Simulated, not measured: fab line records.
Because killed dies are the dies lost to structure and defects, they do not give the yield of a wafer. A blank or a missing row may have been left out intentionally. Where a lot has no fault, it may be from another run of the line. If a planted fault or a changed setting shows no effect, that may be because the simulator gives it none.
What tool caused it? :: flow berkeley_cmos170 :: 12 lots, 36 wafers sampled, at 2 steps of a route of 331

WHAT THE GAUGES SHOWED, per wafer
UCB170_V1_CD_MEAS_12 targets a cd of 700 nm.
lot: L777
measured: day 7 06:50
on: cd_sem-01
cd_nm (nm): 704.1 701.9 702.6

lot: L779
measured: day 7 18:15
on: cd_sem-01
cd_nm (nm): 699.5 700.5 700.6

lot: L778
measured: day 7 18:22
on: cd_sem-02
cd_nm (nm): 700.6 700.3 701.2

lot: L780
measured: day 8 03:11
on: cd_sem-02
cd_nm (nm): 699.1 699.9 699.5

lot: L781
measured: day 8 03:23
on: cd_sem-02
cd_nm (nm): 702.4 703.8 702.6

lot: L782
measured: day 8 13:40
on: cd_sem-02
cd_nm (nm): 698.9 698.3 699.7

lot: L783
measured: day 8 16:46
on: cd_sem-02
cd_nm (nm): 699.8 699.5 701.0

lot: L786
measured: day 9 03:28
on: cd_sem-01
cd_nm (nm): 700.1 700.3 698.7

lot: L793
measured: day 10 19:09
on: cd_sem-01
cd_nm (nm): 643.0 642.7 642.8

lot: L792
measured: day 10 19:23
on: cd_sem-02
cd_nm (nm): 643.8 643.3 644.9

lot: L795
measured: day 10 23:22
on: cd_sem-01
cd_nm (nm): 701.2 700.9 700.8

lot: L797
measured: day 11 14:38
on: cd_sem-02
cd_nm (nm): 697.6 698.9 698.5

WHICH TOOL RAN EACH LOT (tool, then ch and the chambers of the sampled wafers, then the start)
lot: L777
UCB170_V1_PEB_10: litho_track-04 ch 0, day 7 06:34

lot: L779
UCB170_V1_PEB_10: litho_track-04 ch 0, day 7 17:59

lot: L778
UCB170_V1_PEB_10: litho_track-02 ch 0, day 7 18:06

lot: L780
UCB170_V1_PEB_10: litho_track-02 ch 0, day 8 02:55

lot: L781
UCB170_V1_PEB_10: litho_track-03 ch 0, day 8 03:07

lot: L782
UCB170_V1_PEB_10: litho_track-02 ch 0, day 8 13:23

lot: L783
UCB170_V1_PEB_10: litho_track-04 ch 0, day 8 16:29

lot: L786
UCB170_V1_PEB_10: litho_track-03 ch 0, day 9 03:11

lot: L793
UCB170_V1_PEB_10: litho_track-04 ch 0, day 10 18:53

lot: L792
UCB170_V1_PEB_10: litho_track-04 ch 0, day 10 19:07

lot: L795
UCB170_V1_PEB_10: litho_track-02 ch 0, day 10 23:05

lot: L797
UCB170_V1_PEB_10: litho_track-02 ch 0, day 11 14:22
- UCB170_V1_PEB_10

WHAT THE TOOLS THEMSELVES READ (means of the sampled wafers that have a number; where no wafer has one, the mark that the record gives instead)
UCB170_V1_PEB_10.
lot: L777
tool: litho_track-04
heater_power_total_W (W): 56.80
plate_temp_C (C): 129.88

lot: L779
tool: litho_track-04
heater_power_total_W (W): 56.76
plate_temp_C (C): 130.08

lot: L778
tool: litho_track-02
heater_power_total_W (W): 56.79
plate_temp_C (C): 129.94

lot: L780
tool: litho_track-02
heater_power_total_W (W): 56.81
plate_temp_C (C): 129.98

lot: L781
tool: litho_track-03
heater_power_total_W (W): 56.80
plate_temp_C (C): 129.92

lot: L782
tool: litho_track-02
heater_power_total_W (W): 56.76
plate_temp_C (C): 129.91

lot: L783
tool: litho_track-04
heater_power_total_W (W): 56.80
plate_temp_C (C): 129.88

lot: L786
tool: litho_track-03
heater_power_total_W (W): 56.80
plate_temp_C (C): 129.93

lot: L793
tool: litho_track-04
heater_power_total_W (W): 53.05
plate_temp_C (C): 123.60

lot: L792
tool: litho_track-04
heater_power_total_W (W): 53.08
plate_temp_C (C): 123.35

lot: L795
tool: litho_track-02
heater_power_total_W (W): 56.80
plate_temp_C (C): 129.96

lot: L797
tool: litho_track-02
heater_power_total_W (W): 56.82
plate_temp_C (C): 129.97

THE ANSWER, worked out from the rows above alone
Rule: the usual values come from the lots themselves. The widest of any qualifying gaps counts: lots, ordered by their means at a reading, are off when they make up no more than a third of the lots, leave a main group of 4 or more, and stand apart from it by 3 or more times the standard deviation of that group's means. If all means in a main group match to the digits the tables above print for the reading, that group is not used. A lot without any number at a reading at which 4 lots or more have one is off too. Any other lot the step has rows for is counted as sound. The gauges are gone through in route order, then the tools' own readings, and for those a lot's mean is taken as printed above. At the first step where some lot is off, the reading lying furthest off is the one used; lots without a number count as furthest.
Off at UCB170_V1_CD_MEAS_12 (cd_nm): L793, L792. The main group has a mean of 700.4 nm with a standard deviation of 1.4.
If a tool, at a process step before that reading, ran all the lots that are off and no sound lot after the first of them, it fits. The gauges at UCB170_V1_CD_MEAS_12 aren't tried: what is off there is off at UCB170_V1_PEB_10 too, on other tools, and a gauge's error can't cause that. One fits: UCB170_V1_PEB_10 on litho_track-04. A fault onset in the window from L783 (day 8 16:29, its last sound lot) to L793 (day 10 18:53, its first lot off) fits.
The tool's own readings at UCB170_V1_PEB_10 bear it out: on the lots that are off they differ by more than 5 times the standard deviation of the sound lots' means. heater_power_total_W reads 53.06 W there against 56.79 W on the sound lots; plate_temp_C reads 123.47 C there against 129.94 C on the sound lots.

WHAT HAD BEEN PUT IN BY THE SIMULATOR
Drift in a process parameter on litho_track-04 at UCB170_V1_PEB_10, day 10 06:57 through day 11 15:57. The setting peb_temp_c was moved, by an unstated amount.
Struck lots among those shown: L793, L792. The rule above reached the same finding.
